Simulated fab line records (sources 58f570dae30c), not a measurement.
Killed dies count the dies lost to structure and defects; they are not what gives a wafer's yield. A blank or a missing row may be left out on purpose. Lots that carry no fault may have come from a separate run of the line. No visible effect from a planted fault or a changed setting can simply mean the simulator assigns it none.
fab line records / flow berkeley_cmos170 / part 2 of 2: steps 29 to 39 of 39
record: lots: 5 wafers: 15 last_day: 11
route steps=331 shown NVT@114 PVT@115 GATE@125 FIELD@126 PLDD@145
lots untouched by any fault: they come from a run of this same line in which no faults occurred
start_h: the number of hours between the record's first day and the start of the first shown wafer of the lot / wait_h: hours elapsed since this lot's preceding step / " unchanged from the row above / L1.1+2: several wafers, shown together as one row / - no value present, or no start provided / * or withheld: withheld / < > ~ a bound
route shown NAME@n: a module of which the file shows steps, and the number in the route of the first / usual: mean/standard deviation of fault-free wafers / same: alike in all rows / chamber/n: place in a boat / sites: readings site by site / _std_site: the standard deviation of these / _edge_site: inner sites' mean taken away from outer sites' mean / radius_mm: how far each site lies from the wafer's centre / mask NAME#n: copy n / behind: tool/chamber where the wafer was last shaped / hold: the reason the lot was held/the length of the hold in hours/how it ended / device: which transistor (n, p or np) failed to switch / end of line: tests run on the same wafers once the route is complete / for a step that has no rows: nothing shown but its recipe / killed: at the first sort, the dies lost to defects and structure; wafer yield is something else / map: shows each die of a wafer: x if killed, . if not, _ if none is there
set.NAME: the setting that was run; set.NAME@STEP: the one run at that earlier step / model.NAME: the simulator's own value behind a step, which no gauge read
a table for each step, a row for each wafer; lots at some steps of the route
services: when a tool's chamber went out of use (start_h, in hours from the record's first day, below 0 if earlier), for how many hours, and the reason
== steps ==
step: UCB170_GATE_STRIP_16
recipe: chemistry: O2 power_w: 400 pressure_mtorr: 3500 platen_temp_c: withheld o2_flow_sccm: 400 overash_fraction: 0.5
usual: drypump_motor_current_A: 5.8/0.49 oes_product_au: 0.724/0.0045
lot.wafer=L081.1 tool=plasma_asher-01 chamber=1 start_h=162.18 wait_h=0.0 drypump_motor_current_A=5.3 oes_product_au=0.715 rf_hours_counter_h=5
lot.wafer=L081.2 tool=plasma_asher-01 chamber=0 start_h=162.18 wait_h=0.0 drypump_motor_current_A=6.5 oes_product_au=0.726 rf_hours_counter_h=5
lot.wafer=L081.5 tool=plasma_asher-01 chamber=1 start_h=162.18 wait_h=0.0 drypump_motor_current_A=5.3 oes_product_au=0.713 rf_hours_counter_h=-
lot.wafer=L082.1 tool=plasma_asher-02 chamber=1 start_h=166.84 wait_h=0.0 drypump_motor_current_A=5.8 oes_product_au=0.721 rf_hours_counter_h=46
lot.wafer=L082.2 tool=plasma_asher-02 chamber=0 start_h=166.84 wait_h=0.0 drypump_motor_current_A=5.2 oes_product_au=0.726 rf_hours_counter_h=46
lot.wafer=L082.6 tool=plasma_asher-02 chamber=0 start_h=166.84 wait_h=0.0 drypump_motor_current_A=5.2 oes_product_au=0.732 rf_hours_counter_h=-
lot.wafer=L085.1 tool=plasma_asher-01 chamber=0 start_h=180.77 wait_h=0.0 drypump_motor_current_A=6.6 oes_product_au=0.719 rf_hours_counter_h=7
lot.wafer=L085.4 tool=plasma_asher-01 chamber=0 start_h=180.77 wait_h=0.0 drypump_motor_current_A=6.5 oes_product_au=0.726 rf_hours_counter_h=-
lot.wafer=L085.5 tool=plasma_asher-01 chamber=0 start_h=180.77 wait_h=0.0 drypump_motor_current_A=6.5 oes_product_au=0.724 rf_hours_counter_h=-
lot.wafer=L087.2 tool=plasma_asher-01 chamber=0 start_h=192.53 wait_h=0.0 drypump_motor_current_A=6.5 oes_product_au=0.730 rf_hours_counter_h=8
lot.wafer=L087.5 tool=plasma_asher-01 chamber=0 start_h=192.53 wait_h=0.0 drypump_motor_current_A=6.6 oes_product_au=0.723 rf_hours_counter_h=-
lot.wafer=L087.6 tool=plasma_asher-01 chamber=1 start_h=192.53 wait_h=0.0 drypump_motor_current_A=5.3 oes_product_au=0.726 rf_hours_counter_h=-
lot.wafer=L093.2 tool=plasma_asher-02 chamber=1 start_h=214.37 wait_h=0.0 drypump_motor_current_A=5.8 oes_product_au=0.722 rf_hours_counter_h=52
lot.wafer=L093.5 tool=plasma_asher-02 chamber=1 start_h=214.37 wait_h=0.0 drypump_motor_current_A=5.8 oes_product_au=0.731 rf_hours_counter_h=-
lot.wafer=L093.6 tool=plasma_asher-02 chamber=0 start_h=214.37 wait_h=0.0 drypump_motor_current_A=5.2 oes_product_au=0.726 rf_hours_counter_h=-
step: UCB170_GATE_CD_MEAS_90
recipe: target_cd_nm: 350
usual: cd_nm: 350.4/1.5
lot.wafer=L081.1 tool=cd_sem-02 chamber=- start_h=162.28 wait_h=0.1 cd_nm=349.6
lot.wafer=L081.2 tool=cd_sem-02 chamber=- start_h=162.28 wait_h=0.1 cd_nm=348.1
lot.wafer=L081.5 tool=cd_sem-02 chamber=- start_h=162.28 wait_h=0.1 cd_nm=351.4
lot.wafer=L082.1 tool=cd_sem-02 chamber=- start_h=166.94 wait_h=0.1 cd_nm=351.1
lot.wafer=L082.2 tool=cd_sem-02 chamber=- start_h=166.94 wait_h=0.1 cd_nm=351.9
lot.wafer=L082.6 tool=cd_sem-02 chamber=- start_h=166.94 wait_h=0.1 cd_nm=351.2
lot.wafer=L085.1 tool=cd_sem-01 chamber=- start_h=180.87 wait_h=0.1 cd_nm=351.7
lot.wafer=L085.4 tool=cd_sem-01 chamber=- start_h=180.87 wait_h=0.1 cd_nm=353.1
lot.wafer=L085.5 tool=cd_sem-01 chamber=- start_h=180.87 wait_h=0.1 cd_nm=349.8
lot.wafer=L087.2 tool=cd_sem-01 chamber=- start_h=192.65 wait_h=0.1 cd_nm=350.3
lot.wafer=L087.5 tool=cd_sem-01 chamber=- start_h=192.65 wait_h=0.1 cd_nm=351.9
lot.wafer=L087.6 tool=cd_sem-01 chamber=- start_h=192.65 wait_h=0.1 cd_nm=351.1
lot.wafer=L093.2 tool=cd_sem-02 chamber=- start_h=214.49 wait_h=0.1 cd_nm=352.6
lot.wafer=L093.5 tool=cd_sem-02 chamber=- start_h=214.49 wait_h=0.1 cd_nm=352.5
lot.wafer=L093.6 tool=cd_sem-02 chamber=- start_h=214.49 wait_h=0.1 cd_nm=350.2
step: UCB170_GATE_CLEAN_17
recipe: chemistry: SPM temp_c: 120 time_s: 600
usual: bath_guard_temp_C: 119.9/0.55
lot.wafer=L081.1 tool=wet_bench-02 chamber=3 start_h=164.12 wait_h=1.8 bath_guard_temp_C=119.7
lot.wafer=L081.2 tool=wet_bench-02 chamber=3 start_h=164.12 wait_h=1.8 bath_guard_temp_C=120.0
lot.wafer=L081.5 tool=wet_bench-02 chamber=3 start_h=164.12 wait_h=1.8 bath_guard_temp_C=119.8
lot.wafer=L082.1 tool=wet_bench-03 chamber=0 start_h=167.06 wait_h=0.1 bath_guard_temp_C=120.0
lot.wafer=L082.2 tool=wet_bench-03 chamber=0 start_h=167.06 wait_h=0.1 bath_guard_temp_C=120.6
lot.wafer=L082.6 tool=wet_bench-03 chamber=0 start_h=167.06 wait_h=0.1 bath_guard_temp_C=120.4
lot.wafer=L085.1 tool=wet_bench-01 chamber=0 start_h=181.24 wait_h=0.4 bath_guard_temp_C=120.0
lot.wafer=L085.4 tool=wet_bench-01 chamber=0 start_h=181.24 wait_h=0.4 bath_guard_temp_C=120.1
lot.wafer=L085.5 tool=wet_bench-01 chamber=0 start_h=181.24 wait_h=0.4 bath_guard_temp_C=119.7
lot.wafer=L087.2 tool=wet_bench-03 chamber=3 start_h=192.75 wait_h=0.1 bath_guard_temp_C=120.6
lot.wafer=L087.5 tool=wet_bench-03 chamber=3 start_h=192.75 wait_h=0.1 bath_guard_temp_C=120.5
lot.wafer=L087.6 tool=wet_bench-03 chamber=3 start_h=192.75 wait_h=0.1 bath_guard_temp_C=120.5
lot.wafer=L093.2 tool=wet_bench-01 chamber=2 start_h=216.36 wait_h=1.9 bath_guard_temp_C=119.6
lot.wafer=L093.5 tool=wet_bench-01 chamber=2 start_h=216.36 wait_h=1.9 bath_guard_temp_C=119.3
lot.wafer=L093.6 tool=wet_bench-01 chamber=2 start_h=216.36 wait_h=1.9 bath_guard_temp_C=120.0
step: UCB170_PLDD_HMDS_00
recipe: prime_time_s: 60 prime_temp_c: 100
lot.wafer=L081.1+2+5 tool=litho_track-02 chamber=0 start_h=164.30 wait_h=0.0
lot.wafer=L082.1+2+6 tool=litho_track-02 chamber=0 start_h=167.25 wait_h=0.0
lot.wafer=L085.1+4+5 tool=litho_track-04 chamber=0 start_h=181.43 wait_h=0.0
lot.wafer=L087.2+5+6 tool=litho_track-04 chamber=0 start_h=192.95 wait_h=0.0
lot.wafer=L093.2+5+6 tool=litho_track-04 chamber=0 start_h=216.77 wait_h=0.2
step: UCB170_PLDD_COAT_01
recipe: resist: KrF spin_rpm: 1500 resist_thk_nm: 900
usual: spin_speed_rpm: 1500.1/1
lot.wafer=L081.1 tool=litho_track-02 chamber=0 start_h=164.45 wait_h=0.1 spin_speed_rpm=1501.1
lot.wafer=L081.2 tool=litho_track-02 chamber=0 start_h=164.45 wait_h=0.1 spin_speed_rpm=1499.3
lot.wafer=L081.5 tool=litho_track-02 chamber=0 start_h=164.45 wait_h=0.1 spin_speed_rpm=1501.9
lot.wafer=L082.1 tool=litho_track-02 chamber=0 start_h=167.40 wait_h=0.1 spin_speed_rpm=1500.0
lot.wafer=L082.2 tool=litho_track-02 chamber=0 start_h=167.40 wait_h=0.1 spin_speed_rpm=1498.7
lot.wafer=L082.6 tool=litho_track-02 chamber=0 start_h=167.40 wait_h=0.1 spin_speed_rpm=1500.0
lot.wafer=L085.1 tool=litho_track-04 chamber=0 start_h=181.58 wait_h=0.1 spin_speed_rpm=1501.1
lot.wafer=L085.4 tool=litho_track-04 chamber=0 start_h=181.58 wait_h=0.1 spin_speed_rpm=1499.9
lot.wafer=L085.5 tool=litho_track-04 chamber=0 start_h=181.58 wait_h=0.1 spin_speed_rpm=1499.7
lot.wafer=L087.2 tool=litho_track-04 chamber=0 start_h=193.10 wait_h=0.1 spin_speed_rpm=1502.7
lot.wafer=L087.5 tool=litho_track-04 chamber=0 start_h=193.10 wait_h=0.1 spin_speed_rpm=1500.1
lot.wafer=L087.6 tool=litho_track-04 chamber=0 start_h=193.10 wait_h=0.1 spin_speed_rpm=1502.2
lot.wafer=L093.2 tool=litho_track-04 chamber=0 start_h=216.92 wait_h=0.1 spin_speed_rpm=1501.2
lot.wafer=L093.5 tool=litho_track-04 chamber=0 start_h=216.92 wait_h=0.1 spin_speed_rpm=1499.0
lot.wafer=L093.6 tool=litho_track-04 chamber=0 start_h=216.92 wait_h=0.1 spin_speed_rpm=1499.7
step: UCB170_PLDD_SOFTBAKE_02
recipe: resist: KrF temp_c: 130 time_s: 60
lot.wafer=L081.1+2+5 tool=litho_track-02 chamber=0 start_h=164.60 wait_h=0.1
lot.wafer=L082.1+2+6 tool=litho_track-02 chamber=0 start_h=167.55 wait_h=0.1
lot.wafer=L085.1+4+5 tool=litho_track-04 chamber=0 start_h=181.73 wait_h=0.1
lot.wafer=L087.2+5+6 tool=litho_track-04 chamber=0 start_h=193.25 wait_h=0.1
lot.wafer=L093.2+5+6 tool=litho_track-04 chamber=0 start_h=217.07 wait_h=0.1
step: UCB170_PLDD_EXPOSE_03
recipe: mask_id: PSELECT na: 0.5 sigma_outer: 0.6 source_shape: conventional target_cd_nm: 1200 dose_mj: 30
usual: focus_offset_nm: 0.0/0.58 reticle_temp_C: 23.01/0.11
lot.wafer=L081.1 tool=krf_scanner-02 chamber=0 start_h=164.75 wait_h=0.1 mask=PSELECT#0 focus_offset_nm=-1.0 reticle_temp_C=23.18
lot.wafer=L081.2 tool=krf_scanner-02 chamber=0 start_h=164.75 wait_h=0.1 mask=PSELECT#0 focus_offset_nm=-1.0 reticle_temp_C=23.12
lot.wafer=L081.5 tool=krf_scanner-02 chamber=0 start_h=164.75 wait_h=0.1 mask=PSELECT#0 focus_offset_nm=-0.5 reticle_temp_C=22.92
lot.wafer=L082.1 tool=krf_scanner-01 chamber=0 start_h=167.82 wait_h=0.2 mask=PSELECT#0 focus_offset_nm=0.7 reticle_temp_C=23.06
lot.wafer=L082.2 tool=krf_scanner-01 chamber=0 start_h=167.82 wait_h=0.2 mask=PSELECT#0 focus_offset_nm=0.1 reticle_temp_C=22.99
lot.wafer=L082.6 tool=krf_scanner-01 chamber=0 start_h=167.82 wait_h=0.2 mask=PSELECT#0 focus_offset_nm=0.6 reticle_temp_C=22.96
lot.wafer=L085.1 tool=krf_scanner-01 chamber=0 start_h=181.88 wait_h=0.1 mask=PSELECT#0 focus_offset_nm=-0.4 reticle_temp_C=23.03
lot.wafer=L085.4 tool=krf_scanner-01 chamber=0 start_h=181.88 wait_h=0.1 mask=PSELECT#0 focus_offset_nm=-0.3 reticle_temp_C=22.88
lot.wafer=L085.5 tool=krf_scanner-01 chamber=0 start_h=181.88 wait_h=0.1 mask=PSELECT#0 focus_offset_nm=0.9 reticle_temp_C=22.82
lot.wafer=L087.2 tool=krf_scanner-02 chamber=0 start_h=193.40 wait_h=0.1 mask=PSELECT#0 focus_offset_nm=-0.4 reticle_temp_C=23.01
lot.wafer=L087.5 tool=krf_scanner-02 chamber=0 start_h=193.40 wait_h=0.1 mask=PSELECT#0 focus_offset_nm=0.8 reticle_temp_C=23.04
lot.wafer=L087.6 tool=krf_scanner-02 chamber=0 start_h=193.40 wait_h=0.1 mask=PSELECT#0 focus_offset_nm=1.1 reticle_temp_C=23.00
lot.wafer=L093.2 tool=krf_scanner-01 chamber=0 start_h=217.22 wait_h=0.1 mask=PSELECT#0 focus_offset_nm=0.5 reticle_temp_C=23.05
lot.wafer=L093.5 tool=krf_scanner-01 chamber=0 start_h=217.22 wait_h=0.1 mask=PSELECT#0 focus_offset_nm=0.4 reticle_temp_C=23.05
lot.wafer=L093.6 tool=krf_scanner-01 chamber=0 start_h=217.22 wait_h=0.1 mask=PSELECT#0 focus_offset_nm=-0.8 reticle_temp_C=23.09
step: UCB170_PLDD_PEB_04
recipe: peb_temp_c: 130 peb_time_s: withheld resist: KrF
lot.wafer=L081.1+2+5 tool=litho_track-01 chamber=0 start_h=164.92 wait_h=0.2
lot.wafer=L082.1+2+6 tool=litho_track-02 chamber=0 start_h=167.94 wait_h=0.1
lot.wafer=L085.1+4+5 tool=litho_track-04 chamber=0 start_h=182.00 wait_h=0.1
lot.wafer=L087.2+5+6 tool=litho_track-01 chamber=0 start_h=193.52 wait_h=0.1
lot.wafer=L093.2+5+6 tool=litho_track-04 chamber=0 start_h=217.50 wait_h=0.3
step: UCB170_PLDD_DEVELOP_05
recipe: developer: TMAH develop_time_s: 45 resist: KrF dev_temp_c: 21
lot.wafer=L081.1+2+5 tool=litho_track-01 chamber=0 start_h=- wait_h=-
lot.wafer=L082.1+2+6 tool=litho_track-02 chamber=0 start_h=- wait_h=-
lot.wafer=L085.1+4+5 tool=litho_track-04 chamber=0 start_h=- wait_h=-
lot.wafer=L087.2+5+6 tool=litho_track-01 chamber=0 start_h=- wait_h=-
lot.wafer=L093.2+5+6 tool=litho_track-04 chamber=0 start_h=- wait_h=-
step: UCB170_PLDD_CD_MEAS_06
recipe: target_cd_nm: 1200
usual: cd_nm: 1200.2/1.3
lot.wafer=L081.1 tool=cd_sem-02 chamber=- start_h=165.20 wait_h=- cd_nm=1200.7
lot.wafer=L081.2 tool=cd_sem-02 chamber=- start_h=165.20 wait_h=- cd_nm=1200.2
lot.wafer=L081.5 tool=cd_sem-02 chamber=- start_h=165.20 wait_h=- cd_nm=1199.7
lot.wafer=L082.1 tool=cd_sem-02 chamber=- start_h=168.21 wait_h=- cd_nm=1201.7
lot.wafer=L082.2 tool=cd_sem-02 chamber=- start_h=168.21 wait_h=- cd_nm=1200.2
lot.wafer=L082.6 tool=cd_sem-02 chamber=- start_h=168.21 wait_h=- cd_nm=1200.5
lot.wafer=L085.1 tool=cd_sem-02 chamber=- start_h=182.27 wait_h=- cd_nm=1199.0
lot.wafer=L085.4 tool=cd_sem-02 chamber=- start_h=182.27 wait_h=- cd_nm=1199.0
lot.wafer=L085.5 tool=cd_sem-02 chamber=- start_h=182.27 wait_h=- cd_nm=1200.1
lot.wafer=L087.2 tool=cd_sem-01 chamber=- start_h=193.79 wait_h=- cd_nm=1201.4
lot.wafer=L087.5 tool=cd_sem-01 chamber=- start_h=193.79 wait_h=- cd_nm=1199.6
lot.wafer=L087.6 tool=cd_sem-01 chamber=- start_h=193.79 wait_h=- cd_nm=1200.1
lot.wafer=L093.2 tool=cd_sem-02 chamber=- start_h=217.77 wait_h=- cd_nm=1200.2
lot.wafer=L093.5 tool=cd_sem-02 chamber=- start_h=217.77 wait_h=- cd_nm=1200.7
lot.wafer=L093.6 tool=cd_sem-02 chamber=- start_h=217.77 wait_h=- cd_nm=1198.7
step: UCB170_PLDD_OVL_MEAS_07
usual: PLDD_OVL: 7/6.1
lot.wafer=L081.1 tool=overlay-02 chamber=- start_h=165.32 wait_h=0.1 PLDD_OVL[nm]=11
lot.wafer=L081.2 tool=overlay-02 chamber=- start_h=165.32 wait_h=0.1 PLDD_OVL[nm]=6
lot.wafer=L081.5 tool=overlay-02 chamber=- start_h=165.32 wait_h=0.1 PLDD_OVL[nm]=9
lot.wafer=L082.1 tool=overlay-02 chamber=- start_h=168.33 wait_h=0.1 PLDD_OVL[nm]=5
lot.wafer=L082.2 tool=overlay-02 chamber=- start_h=168.33 wait_h=0.1 PLDD_OVL[nm]=4
lot.wafer=L082.6 tool=overlay-02 chamber=- start_h=168.33 wait_h=0.1 PLDD_OVL[nm]=2
lot.wafer=L085.1 tool=overlay-01 chamber=- start_h=182.39 wait_h=0.1 PLDD_OVL[nm]=1
lot.wafer=L085.4 tool=overlay-01 chamber=- start_h=182.39 wait_h=0.1 PLDD_OVL[nm]=9
lot.wafer=L085.5 tool=overlay-01 chamber=- start_h=182.39 wait_h=0.1 PLDD_OVL[nm]=15
lot.wafer=L087.2 tool=overlay-01 chamber=- start_h=193.89 wait_h=0.1 PLDD_OVL[nm]=14
lot.wafer=L087.5 tool=overlay-01 chamber=- start_h=193.89 wait_h=0.1 PLDD_OVL[nm]=13
lot.wafer=L087.6 tool=overlay-01 chamber=- start_h=193.89 wait_h=0.1 PLDD_OVL[nm]=15
lot.wafer=L093.2 tool=overlay-02 chamber=- start_h=217.87 wait_h=0.1 PLDD_OVL[nm]=1
lot.wafer=L093.5 tool=overlay-02 chamber=- start_h=217.87 wait_h=0.1 PLDD_OVL[nm]=4
lot.wafer=L093.6 tool=overlay-02 chamber=- start_h=217.87 wait_h=0.1 PLDD_OVL[nm]=0
== services ==
tool=implanter-01 chamber=- start_h=124.27 hours=2.2 kind=repair
tool=implanter-01 chamber=- start_h=131.35 hours=0.7 kind=repair
tool=furnace-03 chamber=- start_h=145.79 hours=4.0 kind=pm
tool=rie_diel-02 chamber=0 start_h=151.23 hours=7.4 kind=repair
tool=rie_si-02 chamber=1 start_h=153.29 hours=2.7 kind=repair
tool=krf_scanner-01 chamber=- start_h=154.27 hours=0.8 kind=pm
tool=rie_diel-04 chamber=1 start_h=154.39 hours=- kind=clean
tool=rie_diel-04 chamber=1 start_h=154.39 hours=17.6 kind=scheduled_down
tool=rie_diel-04 chamber=1 start_h=154.39 hours=17.6 kind=vent_cycle
tool=rie_diel-02 chamber=0 start_h=158.67 hours=- kind=clean
tool=rie_diel-02 chamber=0 start_h=158.67 hours=20.4 kind=scheduled_down
tool=rie_diel-02 chamber=0 start_h=158.67 hours=20.4 kind=vent_cycle
tool=plasma_asher-01 chamber=- start_h=163.42 hours=2.4 kind=repair
tool=furnace-01 chamber=- start_h=163.74 hours=3.6 kind=pm
tool=krf_scanner-01 chamber=- start_h=169.10 hours=1.0 kind=pm
tool=rie_diel-02 chamber=3 start_h=175.74 hours=15.9 kind=repair
tool=rie_diel-04 chamber=1 start_h=183.42 hours=1.3 kind=repair
tool=wet_bench-03 chamber=- start_h=185.08 hours=3.6 kind=repair
tool=implanter-03 chamber=- start_h=198.50 hours=3.8 kind=pm
tool=krf_scanner-01 chamber=- start_h=202.33 hours=4.3 kind=repair
tool=rie_si-02 chamber=- start_h=204.73 hours=4.3 kind=pm
tool=rie_si-01 chamber=2 start_h=208.56 hours=5.4 kind=repair
tool=lpcvd-01 chamber=- start_h=211.43 hours=0.7 kind=repair
tool=implanter-03 chamber=- start_h=215.10 hours=4.9 kind=repair
